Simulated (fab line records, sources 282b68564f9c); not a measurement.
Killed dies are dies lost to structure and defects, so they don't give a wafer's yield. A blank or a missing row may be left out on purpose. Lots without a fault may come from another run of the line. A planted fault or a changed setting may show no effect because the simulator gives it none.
Tool commonality check | flow rit_cmos | 13 lots, 42 wafers sampled

WHY IT WAS OPENED
At RIT_SPACER_THK_MEAS_04 the reading SPACER_NITRIDE_THK is flagged on 1 of 13 lots. Wafers without a fault read 249.5 nm, standard deviation 2.5.
Rule: a lot is flagged when every wafer of it that has a number lies more than 4 standard deviations from that mean, or none has a number. The other lots count as sound.

lot  | measured    | on            | SPACER_NITRIDE_THK (nm), wafer by wafer | flag
L620 | day 2 23:53 | film_metro-01 | 247.3 248.8 251.2                       |
L622 | day 3 13:05 | film_metro-03 | 247.5 250.4 248.3                       |
L624 | day 3 21:43 | film_metro-02 | 250.5 249.1 249.6                       |
L625 | day 4 04:59 | film_metro-01 | 248.7 247.2 247.9                       |
L627 | day 4 10:22 | film_metro-03 | 251.2 251.6 251.9                       |
L628 | day 4 18:58 | film_metro-01 | 247.9 251.0 248.4                       |
L629 | day 4 22:52 | film_metro-02 | 248.4 247.5 251.3                       |
L630 | day 5 02:46 | film_metro-02 | 246.0 247.5 243.7                       |
L632 | day 5 16:10 | film_metro-02 | 249.5 251.1 250.5                       |
L634 | day 5 20:19 | film_metro-03 | 215.4 217.2 218.0 215.4 217.1 218.2     | FLAGGED
L641 | day 7 10:56 | film_metro-03 | 253.8 255.8 253.4                       |
L642 | day 7 14:24 | film_metro-02 | 253.0 251.1 252.2                       |
L643 | day 7 22:25 | film_metro-01 | 252.2 251.9 255.3                       |
The numbers of the flagged lots are 216.9 nm on average: -32.6 nm against the usual, or -13 standard deviations.

WHICH TOOL RAN EACH LOT
The record holds 1 process step before the reading, out of a route of 202 steps. In each cell: the tool, then ch and the chambers that the sampled wafers went through, then the start.
lot  | flag    | RIT_SPACER_CVD_03
L620 |         | lpcvd-02 ch 1, day 2 21:58
L622 |         | lpcvd-01 ch 0, day 3 11:10
L624 |         | lpcvd-01 ch 0, day 3 19:49
L625 |         | lpcvd-02 ch 0, day 4 03:05
L627 |         | lpcvd-01 ch 1, day 4 08:26
L628 |         | lpcvd-02 ch 1, day 4 17:02
L629 |         | lpcvd-01 ch 1, day 4 20:56
L630 |         | lpcvd-02 ch 1, day 4 23:52
L632 |         | lpcvd-01 ch 0, day 5 14:13
L634 | FLAGGED | lpcvd-02 ch 0, day 5 18:24
L641 |         | lpcvd-01 ch 0, day 7 09:01
L642 |         | lpcvd-01 ch 1, day 7 12:29
L643 |         | lpcvd-01 ch 1, day 7 20:29
What these steps do:
- RIT_SPACER_CVD_03: deposits Si3N4 from SiH2Cl2/NH3, target thk 250 nm, time 3300 s.
- RIT_SPACER_THK_MEAS_04

FLAGGED OVER TOTAL, TOOL BY TOOL (the gauges that took the reading come last)
step                   | tool          | lots run | flagged | share of the flagged lots | sound lots run after its first flagged lot
RIT_SPACER_CVD_03      | lpcvd-01      | 8        | 0       | none                      | -
RIT_SPACER_CVD_03      | lpcvd-02      | 5        | 1       | all                       | 0
RIT_SPACER_THK_MEAS_04 | film_metro-01 | 4        | 0       | none                      | -
RIT_SPACER_THK_MEAS_04 | film_metro-02 | 5        | 0       | none                      | -
RIT_SPACER_THK_MEAS_04 | film_metro-03 | 4        | 1       | all                       | 1 (L641)

WHAT THE TABLE ALLOWS
2 rows of the table ran every flagged lot: lpcvd-02 at RIT_SPACER_CVD_03, film_metro-03 at RIT_SPACER_THK_MEAS_04.
- lpcvd-02 at RIT_SPACER_CVD_03: 1 of its 5 lots flagged. Its last sound lot is L630 (day 4 23:52), its first flagged lot L634 (day 5 18:24): a fault that began between those two fits.
- film_metro-03 at RIT_SPACER_THK_MEAS_04: 1 of its 4 lots flagged. Sound lots ran on it after the first flagged one (L641), which a lasting fault on the whole tool wouldn't allow.
One tool is left: lpcvd-02 at RIT_SPACER_CVD_03.

WHAT THE SIMULATOR HAD PUT IN
Process parameter drift: lpcvd-02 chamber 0, from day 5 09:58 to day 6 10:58, at RIT_SPACER_CVD_03. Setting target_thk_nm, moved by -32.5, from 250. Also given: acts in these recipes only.
Lots struck among those shown: L634. The rule above found the same.
